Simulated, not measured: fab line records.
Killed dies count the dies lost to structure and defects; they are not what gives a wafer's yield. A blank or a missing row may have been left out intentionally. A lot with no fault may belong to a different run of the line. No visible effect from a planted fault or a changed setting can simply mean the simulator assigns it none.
fab line records	flow rit-cmos
record lots=7	wafers=21	last-day=7
route steps=202 shown PLDD@116 SPACER@125 NSD@131 PSD@142 SDANNEAL@153 M1@202
lots with no fault: from the same line, run without faults
start-h: hours from the record's first day to the start of the lot's first wafer shown	wait-h: hours since the lot's step before	" as in the row above	L1.1+2: a row that stands for several wafers	- value missing, or start not given	* or withheld: withheld	< > ~ a bound
route shown NAME@n: a module of which the file shows steps, and the number in the route of the first	usual: mean/standard deviation taken from wafers without a fault	same: alike in all rows	chamber/n: place in a boat	sites: the reading at each site	_std_site: how widely they spread, as a standard deviation	_edge_site: outer sites' mean less inner sites'	radius-mm: how far each site lies from the wafer's centre	mask NAME#n: copy n	behind: the most recent tool/chamber to have shaped the wafer	hold: why the lot was held/for how many hours/how that ended	device: whichever transistor did not switch (one of n, p or np)	end of line: tests run on the same wafers once the route is complete	a step without rows: its recipe alone	killed: the dies lost at the first sort to structure and to defects; this is not the yield of the wafer	map: the dies of a wafer, with x for killed, . for not killed, _ for no die there
set.NAME: the run value of the setting; set.NAME@STEP: its run value at that earlier step	model.NAME: the simulator's own value behind a step, which no gauge read
lots seen at some steps along the route; tables by step, rows by wafer
services: when a tool's chamber went out of use (start-h, in hours from the record's first day, below 0 if earlier), for how many hours, and the reason
## steps
# step RIT_PLDD_SOFTBAKE_02
# recipe resist=NOVOLAK	temp-c=90	time-s=60
# step RIT_PLDD_EXPOSE_03
# recipe mask-id=M8	na=0.57	target-cd-nm=40900	dose-mj=250
# step RIT_PLDD_PEB_04
# recipe resist=NOVOLAK	temp-c=withheld	time-s=withheld
# step RIT_PLDD_DEVELOP_05
# recipe resist=NOVOLAK	develop-time-s=50	dev-temp-c=23
# step RIT_PLDD_OVL_MEAS_06
# usual PLDD_OVL=0.4/1.4
lot.wafer	tool	chamber	start-h	wait-h	PLDD_OVL[nm]
L202.2	overlay-01	-	65.79	-	-1.5
L202.3	"	-	"	"	-0.9
L202.6	"	-	"	"	0.0
L203.2	overlay-01	-	69.96	-	-0.5
L203.3	"	-	"	"	-1.2
L203.6	"	-	"	"	0.3
L208.1	overlay-02	-	97.06	-	-0.1
L208.4	"	-	"	"	0.0
L208.5	"	-	"	"	-0.5
L209.1	overlay-02	-	99.13	-	1.2
L209.4	"	-	"	"	0.4
L209.6	"	-	"	"	-1.1
L210.2	overlay-01	-	107.67	-	1.4
L210.3	"	-	"	"	1.3
L210.5	"	-	"	"	2.6
L217.1	overlay-02	-	140.04	-	3.8
L217.2	"	-	"	"	1.1
L217.3	"	-	"	"	0.5
L221.1	overlay-02	-	164.01	-	2.0
L221.4	"	-	"	"	-0.4
L221.5	"	-	"	"	-0.1
# step RIT_PLDD_HARDBAKE_07
# recipe resist=NOVOLAK	temp-c=140	time-s=60
# step RIT_PLDD_IMPLANT_08
# recipe species=BF2	energy-kev=20	dose-cm2=9e+14	tilt-deg=7
# step RIT_PLDD_STRIP_09
# recipe chemistry=O2	time-s=180	resist=NOVOLAK	platen-temp-c=withheld	power-w=500	pressure-mtorr=4000	o2-flow-sccm=4000
# usual drypump-motor-current-A=5.5/0.42
lot.wafer	tool	chamber	start-h	wait-h	drypump-motor-current-A	rf-hours-counter-h
L202.2	plasma-asher-03	0	66.12	0.1	5.1	23
L202.3	"	1	"	"	5.4	-
L202.6	"	1	"	"	5.4	-
L203.2	plasma-asher-03	0	70.29	0.1	5.2	23
L203.3	"	1	"	"	5.4	-
L203.6	"	1	"	"	5.4	-
L208.1	plasma-asher-03	0	97.40	0.1	5.1	26
L208.4	"	1	"	"	5.4	-
L208.5	"	0	"	"	5.1	-
L209.1	plasma-asher-03	1	99.46	0.1	5.4	26
L209.4	"	0	"	"	5.1	-
L209.6	"	0	"	"	5.2	-
L210.2	plasma-asher-01	0	108.00	0.1	6.2	50
L210.3	"	1	"	"	5.1	-
L210.5	"	0	"	"	6.1	-
L217.1	plasma-asher-01	1	140.37	0.1	5.1	54
L217.2	"	0	"	"	6.1	54
L217.3	"	1	"	"	5.1	-
L221.1	plasma-asher-04	1	164.34	0.1	6.1	52
L221.4	"	1	"	"	6.1	-
L221.5	"	1	"	"	6.1	-
# step RIT_PLDD_TW_MEAS_10
# usual PLDD_TW=2346/12
lot.wafer	tool	chamber	start-h	wait-h	PLDD_TW
L202.2	film-metro-02	-	66.31	0.1	2341
L202.3	"	-	"	"	2328
L202.6	"	-	"	"	2344
L203.2	film-metro-01	-	70.48	0.1	2336
L203.3	"	-	"	"	2333
L203.6	"	-	"	"	2330
L208.1	film-metro-01	-	97.57	0.1	2360
L208.4	"	-	"	"	2366
L208.5	"	-	"	"	2344
L209.1	film-metro-02	-	99.64	0.1	2361
L209.4	"	-	"	"	2357
L209.6	"	-	"	"	2342
L210.2	film-metro-01	-	108.19	0.1	2361
L210.3	"	-	"	"	2358
L210.5	"	-	"	"	2358
L217.1	film-metro-01	-	140.55	0.1	2346
L217.2	"	-	"	"	2354
L217.3	"	-	"	"	2361
L221.1	film-metro-02	-	164.52	0.1	2360
L221.4	"	-	"	"	2354
L221.5	"	-	"	"	2354
# step RIT_SPACER_CLEAN_00
# recipe chemistry=SC1	mix=3:3:50	time-s=600	temp-c=75
# step RIT_SPACER_CLEAN_01
# recipe chemistry=dHF	dilution=50:1	time-s=30
# step RIT_SPACER_CLEAN_02
# recipe chemistry=SC2	mix=3:3:50	time-s=600	temp-c=75	dry=n2-spin
# step RIT_SPACER_CVD_03
# recipe material=Si3N4	target-thk-nm=250	temp-c=810	precursor=SiH2Cl2/NH3	time-s=3300	pressure-mtorr=300	sih2cl2-flow-sccm=60	nh3-flow-sccm=150
# usual spike-tc-source-C=834.3/2.5	zone-power-source-pct=22.4/0.83
lot.wafer	tool	chamber	start-h	wait-h	spike-tc-source-C	zone-power-source-pct
L202.2	lpcvd-02	1	66.74	0.0	832.3	21.4
L202.3	"	1	"	"	832.9	21.3
L202.6	"	1	"	"	831.5	21.8
L203.2	lpcvd-01	1	70.91	0.0	835.5	22.9
L203.3	"	1	"	"	835.2	22.9
L203.6	"	1	"	"	833.2	23.4
L208.1	lpcvd-02	0	99.11	1.1	831.1	23.9
L208.4	"	0	"	"	831.1	23.9
L208.5	"	0	"	"	832.3	24.0
L209.1	lpcvd-02	1	101.02	1.0	832.4	21.8
L209.4	"	1	"	"	833.6	21.6
L209.6	"	1	"	"	833.6	22.0
L210.2	lpcvd-02	1	108.73	0.1	833.5	21.6
L210.3	"	1	"	"	832.0	21.3
L210.5	"	1	"	"	831.4	21.3
L217.1	lpcvd-01	1	141.43	0.5	834.4	22.9
L217.2	"	1	"	"	833.9	23.2
L217.3	"	1	"	"	833.8	23.4
L221.1	lpcvd-01	0	165.00	0.0	836.3	21.9
L221.4	"	0	"	"	837.4	21.6
L221.5	"	0	"	"	837.7	21.7
# step RIT_SPACER_THK_MEAS_04
# recipe reads=Si3N4_of_SPACER_CVD_03
# usual SPACER_NITRIDE_THK=249.8/2
lot.wafer	tool	chamber	start-h	wait-h	SPACER_NITRIDE_THK[nm]
L202.2	film-metro-03	-	68.67	0.0	249.1
L202.3	"	-	"	"	247.7
L202.6	"	-	"	"	248.7
L203.2	film-metro-02	-	72.84	0.0	251.4
L203.3	"	-	"	"	253.0
L203.6	"	-	"	"	251.2
L208.1	film-metro-02	-	101.02	0.0	250.1
L208.4	"	-	"	"	250.5
L208.5	"	-	"	"	247.4
L209.1	film-metro-03	-	102.94	0.0	249.5
L209.4	"	-	"	"	251.5
L209.6	"	-	"	"	251.1
L210.2	film-metro-01	-	110.66	0.0	250.4
L210.3	"	-	"	"	249.5
L210.5	"	-	"	"	249.2
L217.1	film-metro-01	-	143.34	0.0	254.5
L217.2	"	-	"	"	252.0
L217.3	"	-	"	"	250.2
L221.1	film-metro-03	-	166.92	0.0	248.1
L221.4	"	-	"	"	249.5
L221.5	"	-	"	"	249.9
# step RIT_SPACER_ETCHBACK_05
# recipe target-depth-a=2500	SF6_flow_sccm=30	CHF3_flow_sccm=30	target=Si3N4	chemistry=SF6/CHF3	pressure-mtorr=40	rf-w=250	time-s=240	stop-on=SiO2
# usual drypump-motor-current-A=5.8/0.6	oes-product-au=0.850/0.013	throttle-valve-pct=10.24/0.16
lot.wafer	tool	chamber	start-h	wait-h	drypump-motor-current-A	oes-product-au	rf-hours-counter-h	throttle-valve-pct
L202.2	rie-diel-04	2	68.72	0.0	5.7	0.867	114	10.16
L202.3	"	0	"	"	6.0	0.843	1	10.55
L202.6	"	2	"	"	5.7	0.866	-	10.15
L203.2	rie-diel-01	3	72.89	0.0	6.7	0.861	79	10.18
L203.3	"	2	"	"	6.3	0.869	156	10.10
L203.6	"	2	"	"	6.2	0.861	-	10.10
L208.1	rie-diel-03	1	101.08	0.1	5.0	0.848	135	10.23
L208.4	"	2	"	"	5.1	0.837	41	10.17
L208.5	"	3	"	"	5.8	0.840	-	10.00
L209.1	rie-diel-04	0	103.00	0.1	6.0	0.850	1	10.56
L209.4	"	3	"	"	5.1	0.838	-	10.16
L209.6	"	0	"	"	6.0	0.852	-	10.53
L210.2	rie-diel-01	2	110.71	0.0	6.3	0.866	157	10.10
L210.3	"	0	"	"	6.2	0.838	143	10.39
L210.5	"	0	"	"	6.2	0.842	-	10.40
L217.1	rie-diel-01	3	143.40	0.1	6.6	0.868	81	10.18
L217.2	"	1	"	"	6.0	0.864	148	10.37
L217.3	"	2	"	"	6.3	0.855	0	10.09
L221.1	rie-diel-01	2	166.98	0.1	6.3	0.857	1	10.07
L221.4	"	3	"	"	6.6	0.854	-	10.18
L221.5	"	2	"	"	6.3	0.851	-	10.07
# step RIT_NSD_HMDS_00
# recipe prime-time-s=60	prime-temp-c=140
# step RIT_NSD_COAT_01
# recipe resist=NOVOLAK	spin-rpm=3250	resist-thk-nm=1000
# step RIT_NSD_SOFTBAKE_02
# recipe resist=NOVOLAK	temp-c=90	time-s=60
# step RIT_NSD_EXPOSE_03
# recipe mask-id=M9	na=0.57	target-cd-nm=40700	dose-mj=250
# step RIT_NSD_PEB_04
# recipe resist=NOVOLAK	temp-c=withheld	time-s=withheld
# step RIT_NSD_DEVELOP_05
# recipe resist=NOVOLAK	develop-time-s=50	dev-temp-c=23
# step RIT_NSD_OVL_MEAS_06
# usual NSD_OVL=-1.4/1.3
lot.wafer	tool	chamber	start-h	wait-h	NSD_OVL[nm]
L202.2	overlay-02	-	69.85	-	0.7
L202.3	"	-	"	"	-2.2
L202.6	"	-	"	"	-0.3
L203.2	overlay-01	-	74.14	-	-3.1
L203.3	"	-	"	"	-1.9
L203.6	"	-	"	"	-1.8
L208.1	overlay-02	-	102.08	-	-2.2
L208.4	"	-	"	"	-2.9
L208.5	"	-	"	"	-2.2
L209.1	overlay-01	-	104.13	-	-1.6
L209.4	"	-	"	"	-1.8
L209.6	"	-	"	"	-1.9
L210.2	overlay-01	-	111.71	-	-1.8
L210.3	"	-	"	"	-0.8
L210.5	"	-	"	"	-2.2
L217.1	overlay-02	-	144.53	-	-1.0
L217.2	"	-	"	"	-1.4
L217.3	"	-	"	"	0.6
L221.1	overlay-02	-	168.05	-	-1.3
L221.4	"	-	"	"	-0.2
L221.5	"	-	"	"	0.7
# step RIT_NSD_HARDBAKE_07
# recipe resist=NOVOLAK	temp-c=140	time-s=60
# step RIT_NSD_IMPLANT_08
# recipe species=P	energy-kev=25	dose-cm2=1e+15	tilt-deg=7
# step RIT_NSD_STRIP_09
# recipe chemistry=O2	time-s=180	resist=NOVOLAK	platen-temp-c=withheld	power-w=500	pressure-mtorr=4000	o2-flow-sccm=4000
# usual drypump-motor-current-A=5.7/0.43
lot.wafer	tool	chamber	start-h	wait-h	drypump-motor-current-A	rf-hours-counter-h
L202.2	plasma-asher-04	0	70.25	0.1	5.3	42
L202.3	"	1	"	"	6.0	-
L202.6	"	0	"	"	5.3	-
L203.2	plasma-asher-04	1	74.47	0.1	6.0	43
L203.3	"	0	"	"	5.3	-
L203.6	"	1	"	"	6.0	-
L208.1	plasma-asher-04	0	102.42	0.1	5.3	45
L208.4	"	1	"	"	6.0	-
L208.5	"	1	"	"	6.0	-
L209.1	plasma-asher-04	1	104.46	0.1	6.0	45
L209.4	"	1	"	"	6.0	-
L209.6	"	1	"	"	6.0	-
L210.2	plasma-asher-04	0	112.04	0.1	5.3	47
L210.3	"	1	"	"	6.0	-
L210.5	"	0	"	"	5.3	-
L217.1	plasma-asher-04	0	144.87	0.1	5.3	51
L217.2	"	1	"	"	6.0	51
L217.3	"	1	"	"	6.0	-
L221.1	plasma-asher-02	1	168.39	0.1	5.2	5
L221.4	"	0	"	"	6.2	-
L221.5	"	1	"	"	5.3	-
# step RIT_NSD_TW_MEAS_10
# usual NSD_TW=3117/15
lot.wafer	tool	chamber	start-h	wait-h	NSD_TW
L202.2	film-metro-02	-	70.44	0.1	3135
L202.3	"	-	"	"	3129
L202.6	"	-	"	"	3116
L203.2	film-metro-01	-	74.65	0.1	3115
L203.3	"	-	"	"	3101
L203.6	"	-	"	"	3115
L208.1	film-metro-02	-	102.59	0.1	3130
L208.4	"	-	"	"	3142
L208.5	"	-	"	"	3122
L209.1	film-metro-01	-	104.64	0.1	3098
L209.4	"	-	"	"	3120
L209.6	"	-	"	"	3139
L210.2	film-metro-02	-	112.23	0.1	3124
L210.3	"	-	"	"	3129
L210.5	"	-	"	"	3127
L217.1	film-metro-02	-	145.04	0.1	3156
L217.2	"	-	"	"	3137
L217.3	"	-	"	"	3140
L221.1	film-metro-02	-	168.56	0.1	3127
L221.4	"	-	"	"	3113
L221.5	"	-	"	"	3128
# step RIT_PSD_HMDS_00
# recipe prime-time-s=60	prime-temp-c=140
# step RIT_PSD_COAT_01
# recipe resist=NOVOLAK	spin-rpm=3250	resist-thk-nm=1000
# step RIT_PSD_SOFTBAKE_02
# recipe resist=NOVOLAK	temp-c=90	time-s=60
# step RIT_PSD_EXPOSE_03
# recipe mask-id=M10	na=0.57	target-cd-nm=40900	dose-mj=250
# step RIT_PSD_PEB_04
# recipe resist=NOVOLAK	temp-c=withheld	time-s=withheld
# step RIT_PSD_DEVELOP_05
# recipe resist=NOVOLAK	develop-time-s=50	dev-temp-c=23
# step RIT_PSD_OVL_MEAS_06
# usual PSD_OVL=-1.3/1.6
lot.wafer	tool	chamber	start-h	wait-h	PSD_OVL[nm]
L202.2	overlay-02	-	71.40	-	-2.1
L202.3	"	-	"	"	-3.6
L202.6	"	-	"	"	-2.2
L203.2	overlay-01	-	75.56	-	-1.9
L203.3	"	-	"	"	-2.9
L203.6	"	-	"	"	-0.7
L208.1	overlay-01	-	103.50	-	0.3
L208.4	"	-	"	"	-0.3
L208.5	"	-	"	"	-0.4
L209.1	overlay-02	-	105.55	-	1.7
L209.4	"	-	"	"	0.1
L209.6	"	-	"	"	0.9
L210.2	overlay-02	-	113.14	-	-0.1
L210.3	"	-	"	"	1.0
L210.5	"	-	"	"	1.3
L217.1	overlay-02	-	145.95	-	-0.8
L217.2	"	-	"	"	1.6
L217.3	"	-	"	"	1.3
L221.1	overlay-02	-	169.71	-	-2.0
L221.4	"	-	"	"	-0.4
L221.5	"	-	"	"	-4.3
# step RIT_PSD_HARDBAKE_07
# recipe resist=NOVOLAK	temp-c=140	time-s=60
# step RIT_PSD_IMPLANT_08
# recipe species=BF2	energy-kev=27	dose-cm2=5e+15	tilt-deg=7
# step RIT_PSD_STRIP_09
# recipe chemistry=O2	time-s=180	resist=NOVOLAK	platen-temp-c=withheld	power-w=500	pressure-mtorr=4000	o2-flow-sccm=4000
# usual drypump-motor-current-A=5.5/0.46
lot.wafer	tool	chamber	start-h	wait-h	drypump-motor-current-A	rf-hours-counter-h
L202.2	plasma-asher-01	0	71.73	0.1	6.1	46
L202.3	"	0	"	"	6.1	-
L202.6	"	1	"	"	5.1	-
L203.2	plasma-asher-01	1	75.89	0.1	5.1	47
L203.3	"	1	"	"	5.1	-
L203.6	"	1	"	"	5.1	-
L208.1	plasma-asher-03	1	103.90	0.1	5.4	27
L208.4	"	1	"	"	5.4	-
L208.5	"	1	"	"	5.4	-
L209.1	plasma-asher-03	0	105.88	0.1	5.2	27
L209.4	"	0	"	"	5.2	-
L209.6	"	1	"	"	5.4	-
L210.2	plasma-asher-01	1	113.47	0.1	5.1	51
L210.3	"	0	"	"	6.1	-
L210.5	"	0	"	"	6.1	-
L217.1	plasma-asher-01	0	146.29	0.1	6.1	54
L217.2	"	1	"	"	5.1	54
L217.3	"	1	"	"	5.1	-
L221.1	plasma-asher-02	1	170.04	0.1	5.3	6
L221.4	"	0	"	"	6.2	-
L221.5	"	1	"	"	5.3	-
# step RIT_PSD_TW_MEAS_10
# usual PSD_TW=3417/20
lot.wafer	tool	chamber	start-h	wait-h	PSD_TW
L202.2	film-metro-01	-	71.92	0.1	3399
L202.3	"	-	"	"	3400
L202.6	"	-	"	"	3398
L203.2	film-metro-04	-	76.08	0.1	3411
L203.3	"	-	"	"	3418
L203.6	"	-	"	"	3394
L208.1	film-metro-02	-	104.08	0.1	3441
L208.4	"	-	"	"	3431
L208.5	"	-	"	"	3456
L209.1	film-metro-02	-	106.06	0.1	3434
L209.4	"	-	"	"	3445
L209.6	"	-	"	"	3415
L210.2	film-metro-01	-	113.65	0.1	3437
L210.3	"	-	"	"	3430
L210.5	"	-	"	"	3432
L217.1	film-metro-01	-	146.46	0.1	3381
L217.2	"	-	"	"	3376
L217.3	"	-	"	"	3407
L221.1	film-metro-01	-	170.22	0.1	3378
L221.4	"	-	"	"	3391
L221.5	"	-	"	"	3408
# step RIT_SDANNEAL_CLEAN_00
# recipe chemistry=SC1	mix=3:3:50	time-s=600	temp-c=75
# step RIT_SDANNEAL_CLEAN_01
# recipe chemistry=dHF	dilution=50:1	time-s=30
# step RIT_SDANNEAL_CLEAN_02
# recipe chemistry=SC2	mix=3:3:50	time-s=600	temp-c=75	dry=n2-spin
# step RIT_SDANNEAL_RTA_03
# recipe temp-c=1050	time-s=5	idle-temp-c=600	ramp-up-c-per-s=342	ramp-down-c-per-s=171	cool-to-c=600	ambient=N2
# usual chamber-o2-ppm=1.996/0.022	wafer_temp_C_max=1053.6/1.3
lot.wafer	tool	chamber	start-h	wait-h	chamber-o2-ppm	wafer_temp_C_max
L202.2	rtp-anneal-02	0	72.38	0.0	2.013	1054.6
L202.3	"	0	"	"	2.026	1052.4
L202.6	"	0	"	"	1.990	1054.4
L203.2	rtp-anneal-01	0	76.50	0.0	2.016	1052.8
L203.3	"	0	"	"	2.023	1053.7
L203.6	"	0	"	"	2.020	1053.7
L208.1	rtp-anneal-02	0	104.55	0.0	2.020	1055.7
L208.4	"	0	"	"	1.981	1055.5
L208.5	"	0	"	"	2.007	1053.6
L209.1	rtp-anneal-01	0	106.67	0.0	2.008	1053.5
L209.4	"	0	"	"	1.983	1052.6
L209.6	"	0	"	"	1.961	1054.8
L210.2	rtp-anneal-02	0	114.26	0.0	1.963	1053.0
L210.3	"	0	"	"	1.946	1052.6
L210.5	"	0	"	"	1.963	1053.1
L217.1	rtp-anneal-01	0	146.92	0.0	1.992	1052.5
L217.2	"	0	"	"	2.033	1052.9
L217.3	"	0	"	"	1.959	1052.8
L221.1	rtp-anneal-01	0	170.89	0.0	2.018	1053.2
L221.4	"	0	"	"	2.008	1052.3
L221.5	"	0	"	"	2.021	1055.4
# step RIT_SDANNEAL_RS_MEAS_04
# recipe thk-meas-gauge=four-point-probe
# usual PSD_RS=115.6/0.32
lot.wafer	tool	chamber	start-h	wait-h	PSD_RS[ohm/sq]
L202.2	film-metro-01	-	72.45	0.1	115.2
L202.3	"	-	"	"	115.0
L202.6	"	-	"	"	115.3
L203.2	film-metro-02	-	76.57	0.1	115.7
L203.3	"	-	"	"	115.7
L203.6	"	-	"	"	115.7
L208.1	film-metro-02	-	104.61	0.0	115.7
L208.4	"	-	"	"	116.2
L208.5	"	-	"	"	115.4
L209.1	film-metro-04	-	106.73	0.0	116.1
L209.4	"	-	"	"	116.3
L209.6	"	-	"	"	116.0
L210.2	film-metro-02	-	114.32	0.1	115.9
L210.3	"	-	"	"	115.5
L210.5	"	-	"	"	115.6
L217.1	film-metro-02	-	146.98	0.0	116.0
L217.2	"	-	"	"	115.6
L217.3	"	-	"	"	115.8
L221.1	film-metro-02	-	170.95	0.0	115.9
L221.4	"	-	"	"	116.0
L221.5	"	-	"	"	116.2
# step RIT_M1_PROBE_99
# usual killed_at_M0_to_M3=0.0/0.18	killed-at-front-end=7/3	killed-dies=7/3.1	killed-open=3.3/1.8	killed-short=3.6/2
# same gross-dies=264	killed_at_M4_up=0	killed-at-back-side=0	killed-at-contacts=0	killed-at-other=0
lot.wafer	tool	chamber	start-h	wait-h	killed_at_M0_to_M3	killed-at-front-end	killed-dies	killed-open	killed-short	model.etest.nmos_0p15.drive-ua-um	model.etest.pmos_0p15.drive-ua-um	model.etest.npoly-line.line-ohm-um	model.etest.ppoly-line.line-ohm-um	model.etest.ppoly-line.width-nm	model.etest.npoly-line.width-nm	model.etest.ring.delay-ps	model.etest.nmos_0p15.swing-mv-dec
L202.2	prober-01	-	79.84	0.1	0	4	4	1	3	440.6	238.9	160	152.4	108.7	107.9	29.22	85.14
L202.3	prober-01	-	79.89	0.2	0	12	12	5	7	437.9	240.7	156.9	151.1	109.1	107.8	29.24	85.48
L202.6	prober-01	-	80.04	0.2	0	10	10	5	5	445.9	242.9	159.6	150.2	108.5	107.9	29.03	85.15
L203.2	prober-02	-	84.50	0.1	0	8	8	3	5	454.6	254.1	168.7	159	102.8	101.7	27.38	85.73
L203.3	prober-02	-	84.55	0.2	0	4	4	1	3	453.2	250.8	165.7	159.8	102.5	102	27.73	85.36
L203.6	prober-02	-	84.70	0.2	0	5	5	3	2	447.4	250.2	164.6	159.8	102.4	102.3	27.86	85.77
L208.1	prober-01	-	112.27	0.1	0	16	16	1	4	519.7	276.2	182.9	175.4	94.85	94.56	24.39	87.35
L208.4	prober-01	-	112.42	0.2	0	23	23	4	3	521	278.7	181.1	170.8	96.11	95.38	24.55	86.52
L208.5	prober-01	-	112.47	0.2	0	23	23	4	5	522.3	286.2	188.7	179.6	93.69	92.24	24.06	87.62
L209.1	prober-02	-	114.58	0.1	0	35	35	6	4	501.7	280.9	175.8	168.8	97.62	96.64	25.11	86.34
L209.4	prober-02	-	114.73	0.2	0	27	27	2	0	515.3	295.2	179.8	170.7	96.18	95.23	24.19	86.4
L209.6	prober-02	-	114.83	0.2	0	32	32	1	5	507.1	286.1	172.1	164.6	100	99.22	25.1	85.41
L210.2	prober-01	-	121.86	0.1	0	34	34	7	2	481.7	252.3	171.6	165.7	99.69	98.67	26.67	86.95
L210.3	prober-01	-	121.91	0.2	0	29	29	2	4	471.3	246.9	173.8	165.8	99.69	99.42	26.84	87.18
L210.5	prober-01	-	122.01	0.2	0	26	26	1	3	476.6	254.5	168.3	164.5	101.2	99.11	26.67	87.14
L217.1	prober-02	-	154.59	0.1	0	7	7	1	6	477.1	270.1	170.3	163.9	100.8	100	26.13	86.27
L217.2	prober-02	-	154.64	0.1	0	5	5	4	1	494.9	281.5	175.3	169.1	98.95	98.42	25.18	85.69
L217.3	prober-02	-	154.69	0.2	1	4	5	2	3	486.9	278.2	172.1	166.4	101	101	25.89	86.08
L221.1	prober-02	-	178.57	0.1	0	11	11	5	6	465.1	249.5	161.6	157.4	104.8	104	27.88	84.62
L221.4	prober-02	-	178.72	0.2	0	4	4	1	3	452.8	244.1	157.9	152.2	106	105.8	28.78	84.78
L221.5	prober-02	-	178.77	0.2	0	9	9	3	6	449	236.2	159.7	154.8	105.6	105.3	28.68	85.26
# killed by level:class
L202.2 SPACER:geometric-particle:short=2 FOX1:geometric-particle:short=1 GATE:geometric-particle:open=1
L202.3 GATE:geometric-particle:short=3 GATE:geometric-particle:open=2 FOX1:geometric-particle:open=1 FOX1:geometric-particle:short=1 FOX2:geometric-particle:open=1 REOX:geometric-particle:open=1 REOX:geometric-particle:short=1 SPACER:geometric-particle:short=1
L202.6 FOX2:geometric-particle:short=3 FOX2:geometric-particle:open=2 FOX1:geometric-particle:short=1 GATE:geometric-particle:open=1 GATE:geometric-particle:short=1 SPACER:geometric-particle:open=1 SILICIDE:geometric-particle:open=1
L203.2 GATE:geometric-particle:open=3 GATE:geometric-particle:short=3 REOX:geometric-particle:short=1 SILICIDE:geometric-particle:short=1
L203.3 REOX:geometric-particle:short=2 GATE:geometric-particle:open=1 GATE:geometric-particle:short=1
L203.6 GATE:geometric-particle:open=2 FOX1:geometric-particle:short=1 GATE:geometric-particle:short=1 SILICIDE:geometric-particle:open=1
L208.1 SPACER:unspecified=11 GATE:geometric-particle:short=2 FOX1:geometric-particle:open=1 FOX1:geometric-particle:short=1 SPACER:geometric-particle:short=1
L208.4 SPACER:unspecified=16 SILICIDE:geometric-particle:open=3 GATE:geometric-particle:short=1 REOX:geometric-particle:short=1 SPACER:geometric-particle:short=1 STARTING-WAFER:geometric-particle:open=1
L208.5 SPACER:unspecified=14 REOX:geometric-particle:short=3 SPACER:geometric-particle:open=3 GATE:geometric-particle:short=2 GATE:geometric-particle:open=1
L209.1 SPACER:unspecified=25 REOX:geometric-particle:open=2 SILICIDE:geometric-particle:open=2 FOX1:geometric-particle:open=1 FOX1:geometric-particle:short=1 GATE:geometric-particle:short=1 SPACER:geometric-particle:short=1 SPACER:geometric-particle:open=1
L209.4 SPACER:unspecified=25 FOX1:geometric-particle:open=1 SPACER:geometric-particle:open=1
L209.6 SPACER:unspecified=26 GATE:geometric-particle:short=2 FOX1:geometric-particle:open=1 REOX:geometric-particle:short=1 SPACER:geometric-particle:short=1 SILICIDE:geometric-particle:short=1
L210.2 SPACER:unspecified=25 GATE:geometric-particle:open=3 FOX1:geometric-particle:short=2 SILICIDE:geometric-particle:open=2 REOX:geometric-particle:open=1 SPACER:geometric-particle:open=1
L210.3 SPACER:unspecified=23 GATE:geometric-particle:short=2 FOX1:geometric-particle:short=1 REOX:geometric-particle:open=1 SILICIDE:geometric-particle:open=1 SILICIDE:geometric-particle:short=1
L210.5 SPACER:unspecified=22 FOX1:geometric-particle:short=2 REOX:geometric-particle:short=1 SILICIDE:geometric-particle:open=1
L217.1 FOX1:geometric-particle:short=3 GATE:geometric-particle:short=2 GATE:geometric-particle:open=1 SILICIDE:geometric-particle:short=1
L217.2 SILICIDE:geometric-particle:open=2 FOX1:geometric-particle:open=1 GATE:geometric-particle:open=1 SILICIDE:geometric-particle:short=1
L217.3 FOX1:geometric-particle:open=2 GATE:geometric-particle:short=2 M1:geometric-particle:short=1
L221.1 REOX:geometric-particle:short=3 GATE:geometric-particle:short=2 REOX:geometric-particle:open=2 SILICIDE:geometric-particle:open=2 GATE:geometric-particle:open=1 SILICIDE:geometric-particle:short=1
L221.4 FOX1:geometric-particle:short=1 GATE:geometric-particle:short=1 SILICIDE:geometric-particle:short=1 SILICIDE:geometric-particle:open=1
L221.5 FOX1:geometric-particle:short=4 SILICIDE:geometric-particle:open=2 GATE:geometric-particle:short=1 REOX:geometric-particle:open=1 SILICIDE:geometric-particle:short=1
# map L208.4 (x killed, . not)
________......._______
_____.............____
____...............___
___.x..........x....__
__..............x...._
__...............x..._
_.....................
_.....................
_.....................
_...x.................
__..................._
__..x.......x........_
___........x........__
____......xx.x.....___
_____....xxxxx....____
________xxxxxxx_______
# map L209.1 (x killed, . not)
________x......_______
_____.............____
____...............___
___..............x..__
__............x.xxxx._
__............xxxx.x._
_............xxxxxxx..
_..............xxxx.x.
_..............xxx....
_....x................
__..................._
__....x.............x_
___.........x..x.x..__
____..x............___
_____.............____
________.....x._______
## services
tool	chamber	start-h	hours	kind
rie-diel-03	-	45.61	2.8	pm
rie-diel-04	3	64.28	8.8	repair
rie-diel-03	0	65.07	4.6	repair
plasma-asher-04	-	66.74	3.4	repair
rie-diel-04	3	74.23	2.4	repair
lpcvd-01	-	80.88	2.1	repair
rie-diel-04	1	101.29	-	clean
rie-diel-04	1	101.29	23.8	scheduled-down
rie-diel-04	1	101.29	23.8	vent-cycle
plasma-asher-03	-	107.98	6.8	repair
plasma-asher-02	-	108.75	9.0	pm
plasma-asher-02	0	108.75	9.0	vent-cycle
plasma-asher-02	1	108.75	9.0	vent-cycle
rie-diel-04	-	111.26	14.6	pm
rie-diel-01	2	117.40	-	clean
rie-diel-01	2	117.40	20.2	scheduled-down
rie-diel-01	2	117.40	20.2	vent-cycle
plasma-asher-02	0	117.75	-	clean
rtp-anneal-02	-	152.63	5.1	pm
plasma-asher-04	-	155.19	0.7	repair
rie-diel-01	1	157.92	-	clean
rie-diel-01	1	157.92	17.2	scheduled-down
rie-diel-01	1	157.92	17.2	vent-cycle
rie-diel-01	0	166.76	6.1	repair
## key
first-sign step=RIT_M1_PROBE_99	reading=killed-at-front-end	direction=up	sigmas=6.7	usual=7	struck=27
effect step=RIT_M1_PROBE_99	reading=killed-dies	direction=up	sigmas=6.6	usual=7	struck=27
model-effect step=RIT_M1_PROBE_99	value=etest.nmos_0p15.drive-ua-um	without=482.2	struck=501.9
met-at RIT_SPACER_CVD_03
struck-wafers L208.1,L208.4,L208.5,L209.1,L209.4,L209.6,L210.2,L210.3,L210.5
tester-left-out L208,L209,L210
onset-between 66.74 99.11
fault kind=chamber-particle-source	tool=lpcvd-02	chamber=-	onset-h=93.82	steps=RIT_SPACER_CVD_03	rate-per-visit-cm2=0.42935	end-h=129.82
# tester-left-out: of these lots the tester's yield and bins aren't shown, on N5 and GAA mostly nor the transistor test; their killed dies are dies lost to structure and defects alone, not to doping, threshold or leakage, so they don't give the yield
